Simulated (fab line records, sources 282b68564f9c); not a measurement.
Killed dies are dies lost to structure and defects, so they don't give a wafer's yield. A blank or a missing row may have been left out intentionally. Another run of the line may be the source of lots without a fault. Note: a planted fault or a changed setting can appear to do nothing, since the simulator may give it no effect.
The tool behind it: which one?    flow rit cmos    Sampling: 14 lots, 42 wafers, 2 of 202 route steps

## WHAT THE GAUGES READ, wafer by wafer
The record holds no reading of a measuring or inspecting step that can be judged against a usual standard deviation.

## WHICH TOOL RAN EACH LOT (tool, then ch and the chambers of the sampled wafers, then the start)
lot   RIT_PSD_STRIP_09                     RIT_M1_PROBE_99
L678  plasma asher-02 ch 0,1, day 3 03:38  -
L679  plasma asher-02 ch 0,1, day 3 09:59  -
L680  plasma asher-03 ch 0,1, day 3 13:34  -
L681  plasma asher-04 ch 0, day 3 22:13    -
L682  plasma asher-03 ch 0,1, day 4 02:55  -
L683  plasma asher-02 ch 0,1, day 4 06:47  -
L684  plasma asher-03 ch 0, day 4 13:17    prober-01, day 4 21:26
L686  plasma asher-03 ch 0,1, day 4 22:46  prober-01, day 5 06:44
L693  plasma asher-04 ch 0,1, day 6 06:57  -
L694  plasma asher-04 ch 0,1, day 6 13:34  -
L696  plasma asher-04 ch 0,1, day 6 23:38  -
L698  plasma asher-04 ch 0,1, day 7 06:34  -
L699  plasma asher-02 ch 0,1, day 7 12:51  -
L700  plasma asher-02 ch 0,1, day 7 20:53  -
- RIT_PSD_STRIP_09: strips in O2, time 180 s.
- RIT_M1_PROBE_99

## WHAT THE TOOLS THEMSELVES READ (means of the sampled wafers that have a number; where no wafer has one, the mark that the record gives instead)
RIT_PSD_STRIP_09.
lot   tool             chamber pressure mTorr (mTorr)  drypump motor current A (A)
L678  plasma asher-02  4001                            6.6
L679  plasma asher-02  4001                            6.3
L680  plasma asher-03  4002                            5.6
L681  plasma asher-04  4004                            4.8
L682  plasma asher-03  4000                            5.5
L683  plasma asher-02  4002                            6.5
L684  plasma asher-03  4005                            5.5
L686  plasma asher-03  4001                            5.6
L693  plasma asher-04  3996                            5.1
L694  plasma asher-04  4000                            5.3
L696  plasma asher-04  4002                            5.3
L698  plasma asher-04  3999                            5.1
L699  plasma asher-02  3999                            6.3
L700  plasma asher-02  3999                            6.6

RIT_M1_PROBE_99.
lot   tool       killed at contacts  killed at front end  killed dies  killed open  killed short
L684  prober-01  0.3                 37.7                 38.0         2.0          5.3
L686  prober-01  0.3                 16.0                 16.3         4.0          2.3

## THE ANSWER, worked out from the rows above alone
Rule: what is usual is taken from the lots themselves. The widest of any qualifying gaps counts: lots, ordered by their means at a reading, are off when they make up no more than a third of the lots, leave a main group of 4 or more, and stand apart from it by 3 or more times the standard deviation of that group's means. Not used: any main group whose means are identical at the precision the tables above print for the reading. Also off: a lot with no number at a reading for which 4 or more lots have one. Any other lot the step has rows for is counted as sound. The gauges are gone through in route order, then the tools' own readings, and for those a lot's mean is taken as printed above. At the first step where some lot is off, the reading lying furthest off is the one used; lots without a number count as furthest.
No lot is off on any of the readings shown, so nothing can be concluded from this.

## WHAT THE SIMULATOR HAD PUT IN
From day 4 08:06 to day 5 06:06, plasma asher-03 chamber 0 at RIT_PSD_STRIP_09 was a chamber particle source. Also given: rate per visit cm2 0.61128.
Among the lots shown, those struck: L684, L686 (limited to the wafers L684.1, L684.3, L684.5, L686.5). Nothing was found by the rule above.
